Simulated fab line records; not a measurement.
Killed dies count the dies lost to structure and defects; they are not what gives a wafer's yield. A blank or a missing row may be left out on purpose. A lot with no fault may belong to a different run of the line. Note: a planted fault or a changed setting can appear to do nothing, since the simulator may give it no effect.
fab line records -- flow rit_cmos
record lots=11, wafers=33, last_day=7
route steps=202 shown PSD@152 SILICIDE@164 CONTACT@177 M1@184
lots untouched by any fault: they come from a run of this same line in which no faults occurred
start_h: start of the lot's first displayed wafer, in hours after the record's first day -- wait_h: how many hours have passed since the lot's step before this one -- " repeats the value in the row above -- L1.1+2: a single row standing in for several wafers -- - no value present, or no start provided -- * or withheld: withheld -- < > ~ a bound
route shown NAME@n: NAME is a module with steps in the file, n the number in the route of the first one -- usual: mean/standard deviation taken from wafers without a fault -- same: alike in all rows -- chamber/n: place in a boat -- sites: each site's reading -- _std_site: how widely they spread, as a standard deviation -- _edge_site: the outer-site mean with the inner-site mean subtracted -- radius_mm: for every site, how far away it sits from the centre of the wafer -- mask NAME#n: copy n -- behind: the most recent tool/chamber to have shaped the wafer -- hold: cause of the lot's hold/its duration in hours/its outcome -- device: which transistor (n, p or np) failed to switch -- end of line: the same wafers' tests at the end of the route -- step lacking rows: just its recipe -- killed: dies lost to structure and defects at the first sort, not the wafer's yield -- map: the dies of a wafer, with x for killed, . for not killed, _ for no die there
set.NAME: the setting that was run; set.NAME@STEP: the one run at that earlier step -- model.NAME: the simulator's own value behind a step, which no gauge read
steps of the route over a sample of lots; a table a step, a row a wafer
## steps
# step RIT_PSD_TW_MEAS_10
# usual PSD_TW=3444/34
lot.wafer,tool,chamber,start_h,wait_h,PSD_TW
L706.3,film_metro-01,-,54.18,0.1,3412
L706.4,film_metro-01,-,54.18,0.1,3415
L706.5,film_metro-01,-,54.18,0.1,3421
L707.2,film_metro-01,-,57.40,0.1,3404
L707.4,film_metro-01,-,57.40,0.1,3387
L707.6,film_metro-01,-,57.40,0.1,3393
L708.1,film_metro-04,-,61.10,0.1,3456
L708.3,film_metro-04,-,61.10,0.1,3463
L708.6,film_metro-04,-,61.10,0.1,3454
L714.3,film_metro-01,-,90.54,0.1,3416
L714.4,film_metro-01,-,90.54,0.1,3418
L714.6,film_metro-01,-,90.54,0.1,3415
L717.1,film_metro-04,-,106.89,0.1,3477
L717.4,film_metro-04,-,106.89,0.1,3446
L717.6,film_metro-04,-,106.89,0.1,3490
L718.2,film_metro-02,-,110.58,0.1,3432
L718.4,film_metro-02,-,110.58,0.1,3455
L718.5,film_metro-02,-,110.58,0.1,3452
L720.3,film_metro-02,-,120.10,0.1,3444
L720.4,film_metro-02,-,120.10,0.1,3446
L720.6,film_metro-02,-,120.10,0.1,3437
L722.3,film_metro-04,-,130.55,0.1,3454
L722.4,film_metro-04,-,130.55,0.1,3459
L722.6,film_metro-04,-,130.55,0.1,3460
L724.1,film_metro-01,-,139.23,0.1,3383
L724.5,film_metro-01,-,139.23,0.1,3398
L724.6,film_metro-01,-,139.23,0.1,3400
L726.1,film_metro-02,-,149.57,0.1,3471
L726.2,film_metro-02,-,149.57,0.1,3458
L726.6,film_metro-02,-,149.57,0.1,3458
L728.2,film_metro-02,-,159.89,0.1,3432
L728.3,film_metro-02,-,159.89,0.1,3436
L728.4,film_metro-02,-,159.89,0.1,3440
# step RIT_SILICIDE_THK_MEAS_03
# recipe thk_meas_gauge=xrf, reads=Ti_of_SILICIDE_SPUTTER_01
# usual SILICIDE_TI_THK=30.0/0.4
lot.wafer,tool,chamber,start_h,wait_h,SILICIDE_TI_THK[nm]
L706.3,film_metro-04,-,55.43,0.1,29.8
L706.4,film_metro-04,-,55.43,0.1,29.5
L706.5,film_metro-04,-,55.43,0.1,29.8
L707.2,film_metro-03,-,58.65,0.1,30.4
L707.4,film_metro-03,-,58.65,0.1,30.4
L707.6,film_metro-03,-,58.65,0.1,29.5
L708.1,film_metro-03,-,62.35,0.1,30.1
L708.3,film_metro-03,-,62.35,0.1,29.6
L708.6,film_metro-03,-,62.35,0.1,29.8
L714.3,film_metro-04,-,91.79,0.1,29.5
L714.4,film_metro-04,-,91.79,0.1,29.6
L714.6,film_metro-04,-,91.79,0.1,29.6
L717.1,film_metro-03,-,108.14,0.1,30.0
L717.4,film_metro-03,-,108.14,0.1,29.6
L717.6,film_metro-03,-,108.14,0.1,29.8
L718.2,film_metro-03,-,111.86,0.1,30.4
L718.4,film_metro-03,-,111.86,0.1,29.8
L718.5,film_metro-03,-,111.86,0.1,29.9
L720.3,film_metro-01,-,121.40,0.1,29.8
L720.4,film_metro-01,-,121.40,0.1,30.6
L720.6,film_metro-01,-,121.40,0.1,30.3
L722.3,film_metro-01,-,131.85,0.1,30.0
L722.4,film_metro-01,-,131.85,0.1,30.0
L722.6,film_metro-01,-,131.85,0.1,30.3
L724.1,film_metro-04,-,140.55,0.1,30.1
L724.5,film_metro-04,-,140.55,0.1,30.2
L724.6,film_metro-04,-,140.55,0.1,29.4
L726.1,film_metro-01,-,150.85,0.1,29.5
L726.2,film_metro-01,-,150.85,0.1,29.8
L726.6,film_metro-01,-,150.85,0.1,29.9
L728.2,film_metro-01,-,161.19,0.1,30.0
L728.3,film_metro-01,-,161.19,0.1,30.2
L728.4,film_metro-01,-,161.19,0.1,29.7
# step RIT_CONTACT_OVL_MEAS_09
# usual CONTACT_OVL=0.9/1.5
lot.wafer,tool,chamber,start_h,wait_h,CONTACT_OVL[nm]
L706.3,overlay-02,-,57.08,0.1,1.1
L706.4,overlay-02,-,57.08,0.1,-1.7
L706.5,overlay-02,-,57.08,0.1,1.8
L707.2,overlay-02,-,60.14,0.1,0.5
L707.4,overlay-02,-,60.14,0.1,-1.1
L707.6,overlay-02,-,60.14,0.1,0.7
L708.1,overlay-02,-,63.82,0.1,2.1
L708.3,overlay-02,-,63.82,0.1,-0.2
L708.6,overlay-02,-,63.82,0.1,1.2
L714.3,overlay-01,-,93.21,0.1,-2.4
L714.4,overlay-01,-,93.21,0.1,1.4
L714.6,overlay-01,-,93.21,0.1,0.2
L717.1,overlay-01,-,109.67,0.1,2.2
L717.4,overlay-01,-,109.67,0.1,1.7
L717.6,overlay-01,-,109.67,0.1,-1.0
L718.2,overlay-01,-,113.29,0.1,4.2
L718.4,overlay-01,-,113.29,0.1,2.3
L718.5,overlay-01,-,113.29,0.1,3.1
L720.3,overlay-02,-,122.89,0.1,-0.9
L720.4,overlay-02,-,122.89,0.1,-0.7
L720.6,overlay-02,-,122.89,0.1,1.0
L722.3,overlay-02,-,133.35,0.1,1.0
L722.4,overlay-02,-,133.35,0.1,1.7
L722.6,overlay-02,-,133.35,0.1,3.1
L724.1,overlay-01,-,142.37,0.1,2.6
L724.5,overlay-01,-,142.37,0.1,3.5
L724.6,overlay-01,-,142.37,0.1,3.0
L726.1,overlay-02,-,152.41,0.1,0.7
L726.2,overlay-02,-,152.41,0.1,0.3
L726.6,overlay-02,-,152.41,0.1,1.3
L728.2,overlay-02,-,162.69,0.1,2.6
L728.3,overlay-02,-,162.69,0.1,-0.6
L728.4,overlay-02,-,162.69,0.1,-0.7
# step RIT_M1_SPUTTER_00
# recipe material=Al, target_thk_nm=400, power_w=1952, chamber_pressure_pa=0.4, gas=Ar, time_s=500, substrate_temp_c=25
# usual throttle_valve_pct=29.2/0.79
lot.wafer,tool,chamber,start_h,wait_h,throttle_valve_pct
L706.3,pvd_sputter-04,-,58.10,0.0,28.2
L706.4,pvd_sputter-04,-,58.10,0.0,28.9
L706.5,pvd_sputter-04,-,58.10,0.0,28.8
L707.2,pvd_sputter-02,-,61.16,0.0,30.2
L707.4,pvd_sputter-02,-,61.16,0.0,29.4
L707.6,pvd_sputter-02,-,61.16,0.0,29.4
L708.1,pvd_sputter-04,-,64.86,0.0,28.3
L708.3,pvd_sputter-04,-,64.86,0.0,28.8
L708.6,pvd_sputter-04,-,64.86,0.0,28.3
L714.3,pvd_sputter-04,-,94.23,0.0,28.0
L714.4,pvd_sputter-04,-,94.23,0.0,28.3
L714.6,pvd_sputter-04,-,94.23,0.0,28.1
L717.1,pvd_sputter-02,-,110.69,0.0,30.0
L717.4,pvd_sputter-02,-,110.69,0.0,29.8
L717.6,pvd_sputter-02,-,110.69,0.0,29.5
L718.2,pvd_sputter-04,-,114.33,0.0,28.0
L718.4,pvd_sputter-04,-,114.33,0.0,29.0
L718.5,pvd_sputter-04,-,114.33,0.0,29.0
L720.3,pvd_sputter-04,-,123.91,0.0,28.6
L720.4,pvd_sputter-04,-,123.91,0.0,28.0
L720.6,pvd_sputter-04,-,123.91,0.0,28.0
L722.3,pvd_sputter-04,-,134.38,0.0,28.3
L722.4,pvd_sputter-04,-,134.38,0.0,28.1
L722.6,pvd_sputter-04,-,134.38,0.0,28.7
L724.1,pvd_sputter-04,-,143.40,0.0,28.2
L724.5,pvd_sputter-04,-,143.40,0.0,29.0
L724.6,pvd_sputter-04,-,143.40,0.0,28.3
L726.1,pvd_sputter-04,-,153.43,0.0,28.2
L726.2,pvd_sputter-04,-,153.43,0.0,28.7
L726.6,pvd_sputter-04,-,153.43,0.0,28.2
L728.2,pvd_sputter-04,-,163.71,0.0,28.8
L728.3,pvd_sputter-04,-,163.71,0.0,28.2
L728.4,pvd_sputter-04,-,163.71,0.0,28.1
# step RIT_M1_PROBE_99
# usual defect_limited_yield=97.4/1.2, killed_at_M0_to_M3=0.0/0.14, killed_at_front_end=7/3.2, killed_dies=7/3.2, killed_on_rim=1.6/1.2, killed_open=3.2/2.1, killed_short=3.7/2.1, sort_bin_3_pad_short=0.1/0.2, sort_bin_5_function=1.5/0.79, sort_bin_6_memory=1.0/0.68, sort_n_pass=257/3.2, sort_yield_pct=97.4/1.2
# same gross_dies=264, killed_at_M4_up=0, killed_at_back_side=0, killed_at_contacts=0, killed_at_other=0
lot.wafer,tool,chamber,start_h,wait_h,hold,defect_limited_yield[%],killed_at_M0_to_M3,killed_at_front_end,killed_dies,killed_on_rim,killed_open,killed_short,sort_bin_3_pad_short[%],sort_bin_5_function[%],sort_bin_6_memory[%],sort_n_pass,sort_yield_pct[%]
L706.3,prober-02,-,62.93,0.2,-,94.3,0,15,15,4,6,9,1.1,2.3,2.3,249,94.3
L706.4,prober-02,-,62.98,0.2,-,95.5,0,12,12,2,8,4,0.4,2.3,1.9,252,95.5
L706.5,prober-02,-,63.03,0.2,-,98.1,0,5,5,0,2,3,0,1.9,0,259,98.1
L707.2,prober-01,-,65.57,0.1,-,97.7,0,6,6,2,3,3,0,1.1,1.1,258,97.7
L707.4,prober-01,-,65.67,0.2,-,98.1,0,5,5,1,1,4,0,0.8,1.1,259,98.1
L707.6,prober-01,-,65.77,0.2,-,98.9,0,3,3,0,2,1,0,1.1,0,261,98.9
L708.1,prober-02,-,69.21,0.1,-,96.6,0,9,9,3,5,4,0,2.7,0.8,255,96.6
L708.3,prober-02,-,69.31,0.2,-,99.2,0,2,2,0,0,2,0,0.4,0.4,262,99.2
L708.6,prober-02,-,69.46,0.2,-,98.1,0,5,5,2,1,4,0,1.1,0.8,259,98.1
L714.3,prober-02,-,98.77,0.2,-,97.7,0,6,6,2,3,3,0.4,1.1,0.8,258,97.7
L714.4,prober-02,-,98.82,0.2,-,97.0,0,8,8,1,4,4,0,1.1,1.9,256,97.0
L714.6,prober-02,-,98.92,0.2,-,99.6,0,1,1,1,0,1,0.4,0,0,263,99.6
L717.1,prober-01,-,115.58,0.1,await_dispo/9.7h/release,85.2,34,5,39,10,2,3,5.3,6.4,3.0,225,85.2
L717.4,prober-01,-,115.73,0.2,await_dispo/9.7h/release,97.3,0,7,7,0,3,4,0,2.3,0.4,257,97.3
L717.6,prober-01,-,115.83,0.2,await_dispo/9.7h/release,98.9,0,3,3,0,1,2,0,0.8,0.4,261,98.9
L718.2,prober-02,-,119.67,0.1,-,98.5,0,4,4,0,1,3,0,1.5,0,260,98.5
L718.4,prober-02,-,119.77,0.2,-,97.7,1,5,6,0,5,1,0.4,1.1,0.8,258,97.7
L718.5,prober-02,-,119.82,0.2,-,95.8,0,11,11,2,5,6,0.4,2.3,1.5,253,95.8
L720.3,prober-02,-,128.15,0.2,-,98.9,0,3,3,0,3,0,0,0.8,0.4,261,98.9
L720.4,prober-02,-,128.20,0.2,-,99.2,0,2,2,2,2,0,0,0.8,0,262,99.2
L720.6,prober-02,-,128.30,0.2,-,99.6,0,1,1,1,0,1,0,0.4,0,263,99.6
L722.3,prober-02,-,138.66,0.2,-,96.2,0,10,10,1,7,3,0,2.3,1.5,254,96.2
L722.4,prober-02,-,138.71,0.2,-,98.5,0,4,4,0,2,2,0,0.4,1.1,260,98.5
L722.6,prober-02,-,138.81,0.2,-,98.9,0,3,3,2,3,0,0,0.8,0.4,261,98.9
L724.1,prober-02,-,148.63,0.1,-,99.2,0,2,2,1,1,1,0,0.4,0.4,262,99.2
L724.5,prober-02,-,148.83,0.2,-,98.5,0,4,4,3,2,2,0.4,0.8,0.4,260,98.5
L724.6,prober-02,-,148.88,0.2,-,95.8,0,11,11,3,6,5,0.4,2.3,1.5,253,95.8
L726.1,prober-02,-,157.83,0.1,-,97.3,0,7,7,2,3,4,0,1.9,0.8,257,97.3
L726.2,prober-02,-,157.88,0.1,-,99.2,0,2,2,0,0,2,0,0,0.8,262,99.2
L726.6,prober-02,-,158.08,0.2,-,98.1,0,5,5,1,4,1,0,1.1,0.8,259,98.1
L728.2,prober-02,-,167.89,0.1,-,98.9,0,3,3,1,1,2,0.4,0.8,0,261,98.9
L728.3,prober-02,-,167.94,0.2,-,94.7,0,14,14,5,3,11,0.4,3.0,1.9,250,94.7
L728.4,prober-02,-,167.99,0.2,-,98.5,0,4,4,0,3,1,0.4,0.4,0.8,260,98.5
# killed by level:class
L706.3 GATE:geometric_particle:short=3 SPACER:geometric_particle:short=3 FOX1:geometric_particle:open=2 GATE:geometric_particle:open=2 FOX1:geometric_particle:short=1 REOX:geometric_particle:short=1 REOX:geometric_particle:open=1 SILICIDE:geometric_particle:short=1
L706.4 GATE:geometric_particle:short=4 GATE:geometric_particle:open=3 SPACER:geometric_particle:open=3 FOX1:geometric_particle:open=1 SILICIDE:geometric_particle:open=1
L706.5 FOX1:geometric_particle:short=2 SILICIDE:geometric_particle:open=1 REOX:geometric_particle:short=1 SPACER:geometric_particle:open=1
L707.2 REOX:geometric_particle:open=2 FOX2:geometric_particle:short=1 REOX:geometric_particle:short=1 SPACER:geometric_particle:open=1 SPACER:geometric_particle:short=1
L707.4 FOX1:geometric_particle:short=1 FOX2:geometric_particle:short=1 GATE:geometric_particle:short=1 GATE:geometric_particle:open=1 SPACER:geometric_particle:short=1
L707.6 FOX2:geometric_particle:open=2 REOX:geometric_particle:short=1
L708.1 GATE:geometric_particle:open=2 SPACER:geometric_particle:short=2 FOX1:geometric_particle:open=1 FOX2:geometric_particle:short=1 FOX2:geometric_particle:open=1 GATE:geometric_particle:short=1 SPACER:geometric_particle:open=1
L708.3 GATE:geometric_particle:short=2
L708.6 GATE:geometric_particle:short=2 FOX1:geometric_particle:short=1 FOX1:geometric_particle:open=1 REOX:geometric_particle:short=1
L714.3 GATE:geometric_particle:open=2 SPACER:geometric_particle:short=2 FOX2:geometric_particle:short=1 SPACER:geometric_particle:open=1
L714.4 FOX1:geometric_particle:short=1 FOX2:geometric_particle:short=1 FOX2:geometric_particle:open=1 GATE:geometric_particle:open=1 GATE:geometric_particle:short=1 SPACER:geometric_particle:open=1 SPACER:geometric_particle:short=1 SILICIDE:geometric_particle:open=1
L714.6 SILICIDE:geometric_particle:short=1
L717.1 M1:unspecified=34 REOX:geometric_particle:short=2 FOX1:geometric_particle:open=1 FOX2:geometric_particle:short=1 REOX:geometric_particle:open=1
L717.4 FOX2:geometric_particle:short=2 FOX2:geometric_particle:open=1 GATE:geometric_particle:short=1 GATE:geometric_particle:open=1 REOX:geometric_particle:short=1 SILICIDE:geometric_particle:open=1
L717.6 GATE:geometric_particle:short=1 GATE:geometric_particle:open=1 SPACER:geometric_particle:short=1
L718.2 GATE:geometric_particle:short=2 GATE:geometric_particle:open=1 REOX:geometric_particle:short=1
L718.4 GATE:geometric_particle:open=3 FOX2:geometric_particle:open=2 M1:geometric_particle:short=1
L718.5 FOX1:geometric_particle:open=3 REOX:geometric_particle:short=3 GATE:geometric_particle:open=2 GATE:geometric_particle:short=2 FOX1:geometric_particle:short=1
L720.3 GATE:geometric_particle:open=2 SILICIDE:geometric_particle:open=1
L720.4 FOX2:geometric_particle:open=1 SPACER:geometric_particle:open=1
L720.6 FOX2:geometric_particle:short=1
L722.3 GATE:geometric_particle:open=4 REOX:geometric_particle:short=2 REOX:geometric_particle:open=2 GATE:geometric_particle:short=1 SPACER:geometric_particle:open=1
L722.4 FOX1:geometric_particle:short=1 GATE:geometric_particle:open=1 REOX:geometric_particle:short=1 SPACER:geometric_particle:open=1
L722.6 GATE:geometric_particle:open=2 SILICIDE:geometric_particle:open=1
L724.1 SILICIDE:geometric_particle:open=1 SILICIDE:geometric_particle:short=1
L724.5 GATE:geometric_particle:open=1 GATE:geometric_particle:short=1 REOX:geometric_particle:short=1 SPACER:geometric_particle:open=1
L724.6 SILICIDE:geometric_particle:short=3 SILICIDE:geometric_particle:open=3 GATE:geometric_particle:open=2 ACTIVE:geometric_particle:short=1 GATE:geometric_particle:short=1 REOX:geometric_particle:open=1
L726.1 SPACER:geometric_particle:short=3 GATE:geometric_particle:open=2 FOX1:geometric_particle:short=1 SPACER:geometric_particle:open=1
L726.2 REOX:geometric_particle:short=2
L726.6 SPACER:geometric_particle:open=4 FOX1:geometric_particle:short=1
L728.2 GATE:geometric_particle:short=2 GATE:geometric_particle:open=1
L728.3 FOX2:geometric_particle:short=5 FOX1:geometric_particle:open=2 GATE:geometric_particle:short=2 REOX:geometric_particle:short=2 FOX1:geometric_particle:short=1 FOX2:geometric_particle:open=1 SPACER:geometric_particle:short=1
L728.4 REOX:geometric_particle:open=2 SILICIDE:geometric_particle:short=1 SILICIDE:geometric_particle:open=1
## key
first_sign step=RIT_M1_PROBE_99, reading=killed_at_M0_to_M3, direction=up, sigmas=34, usual=0.0, struck=34
effect step=RIT_M1_PROBE_99, reading=sort_bin_3_pad_short, direction=up, sigmas=14, usual=0.1, struck=5.3
met_at RIT_M1_SPUTTER_00
struck_lots L717
struck_wafers L717.1
not_acting_at RIT_PSD_TW_MEAS_10,RIT_SILICIDE_THK_MEAS_03,RIT_CONTACT_OVL_MEAS_09
fault kind=chamber_particle_source, tool=pvd_sputter-02, chamber=-, onset_h=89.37, steps=RIT_M1_SPUTTER_00, rate_per_visit_cm2=1.9951, end_h=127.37, scope=struck_wafers_only
